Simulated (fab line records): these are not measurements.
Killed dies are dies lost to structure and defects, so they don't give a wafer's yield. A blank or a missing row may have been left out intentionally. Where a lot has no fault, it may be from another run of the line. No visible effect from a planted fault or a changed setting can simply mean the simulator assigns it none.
Which tool did it? :: flow berkeleyCmos170 :: route of 331 steps, sampled at 1 step: 14 lots, 42 wafers

WHAT EACH GAUGE READ, for each wafer
No reading from a measuring or inspecting step in the record can be judged against a usual standard deviation.

EACH LOT AND THE TOOL THAT RAN IT (in order: tool; ch and the chambers of the sampled wafers; start)
lot: L215
UCB170_M1_EXPOSE_06: krfScanner-01 ch 0, day 7 05:59

lot: L217
UCB170_M1_EXPOSE_06: krfScanner-01 ch 0, day 7 21:20

lot: L218
UCB170_M1_EXPOSE_06: krfScanner-01 ch 0, day 7 21:35

lot: L219
UCB170_M1_EXPOSE_06: krfScanner-01 ch 0, day 7 23:32

lot: L220
UCB170_M1_EXPOSE_06: krfScanner-01 ch 0, day 8 16:26

lot: L224
UCB170_M1_EXPOSE_06: krfScanner-01, day 8 22:08

lot: L223
UCB170_M1_EXPOSE_06: krfScanner-02, day 8 22:29

lot: L222
UCB170_M1_EXPOSE_06: krfScanner-01 ch 0, day 9 01:00

lot: L230
UCB170_M1_EXPOSE_06: krfScanner-01 ch 0, day 10 03:47

lot: L232
UCB170_M1_EXPOSE_06: krfScanner-01 ch 0, day 10 11:54

lot: L231
UCB170_M1_EXPOSE_06: krfScanner-02 ch 0, day 10 12:29

lot: L233
UCB170_M1_EXPOSE_06: krfScanner-01 ch 0, day 11 01:23

lot: L235
UCB170_M1_EXPOSE_06: krfScanner-01 ch 0, day 11 02:22

lot: L237
UCB170_M1_EXPOSE_06: krfScanner-01 ch 0, day 11 17:32
- UCB170_M1_EXPOSE_06: exposes mask METAL1, target cd 700 nm.

AS READ BY THE TOOLS THEMSELVES (means over the sampled wafers that have a number; for cases with no such wafer, the mark the record gives instead)
UCB170_M1_EXPOSE_06.
lot: L215
tool: krfScanner-01
exposureDoseMJCm2: 20.991
focusOffsetNm (nm): -0.5
reticleTempC (C): 23.12

lot: L217
tool: krfScanner-01
exposureDoseMJCm2: 20.997
focusOffsetNm (nm): -0.3
reticleTempC (C): 23.09

lot: L218
tool: krfScanner-01
exposureDoseMJCm2: 21.006
focusOffsetNm (nm): -0.3
reticleTempC (C): 23.05

lot: L219
tool: krfScanner-01
exposureDoseMJCm2: 21.009
focusOffsetNm (nm): 0.8
reticleTempC (C): 22.94

lot: L220
tool: krfScanner-01
exposureDoseMJCm2: 21.003
focusOffsetNm (nm): 0.2
reticleTempC (C): 23.06

lot: L224
tool: krfScanner-01
exposureDoseMJCm2: -
focusOffsetNm (nm): -
reticleTempC (C): -

lot: L223
tool: krfScanner-02
exposureDoseMJCm2: -
focusOffsetNm (nm): -
reticleTempC (C): -

lot: L222
tool: krfScanner-01
exposureDoseMJCm2: 20.989
focusOffsetNm (nm): 0.0
reticleTempC (C): 23.00

lot: L230
tool: krfScanner-01
exposureDoseMJCm2: 21.000
focusOffsetNm (nm): -0.2
reticleTempC (C): 22.88

lot: L232
tool: krfScanner-01
exposureDoseMJCm2: 20.985
focusOffsetNm (nm): 0.2
reticleTempC (C): 22.95

lot: L231
tool: krfScanner-02
exposureDoseMJCm2: 20.995
focusOffsetNm (nm): 0.3
reticleTempC (C): 23.07

lot: L233
tool: krfScanner-01
exposureDoseMJCm2: 21.023
focusOffsetNm (nm): 0.3
reticleTempC (C): 22.95

lot: L235
tool: krfScanner-01
exposureDoseMJCm2: 21.031
focusOffsetNm (nm): 0.2
reticleTempC (C): 22.95

lot: L237
tool: krfScanner-01
exposureDoseMJCm2: 21.019
focusOffsetNm (nm): -0.0
reticleTempC (C): 22.90

THE ANSWER, worked out from the rows above alone
Rule: the usual values come from the lots themselves. Put in order of their means at a reading, lots are off if they are a third of the lots or fewer, leave a main group of 4 or more, and stand apart from it by a gap of 3 or more times the standard deviation of the main group's means; of several such gaps the widest counts. The tables above print the reading to a certain number of digits; a main group whose means all agree to those digits is not used. Also off: a lot with no number at a reading for which 4 or more lots have one. Any other lot the step has rows for is counted as sound. The gauges are gone through in route order, then the tools' own readings, and for those a lot's mean is taken as printed above. At the first step where some lot is off, the reading lying furthest off is the one used; lots without a number count as furthest.
Off at UCB170_M1_EXPOSE_06 (exposureDoseMJCm2): L224, L223. Without a number there: L224, L223. Main group: mean 21.004, sd 0.014.
If a tool, at that step or one of the process steps before it, ran each lot that is off and ran no sound lot following the first of them, it fits. No candidate that was tried fits.

WHAT HAD BEEN PUT IN BY THE SIMULATOR
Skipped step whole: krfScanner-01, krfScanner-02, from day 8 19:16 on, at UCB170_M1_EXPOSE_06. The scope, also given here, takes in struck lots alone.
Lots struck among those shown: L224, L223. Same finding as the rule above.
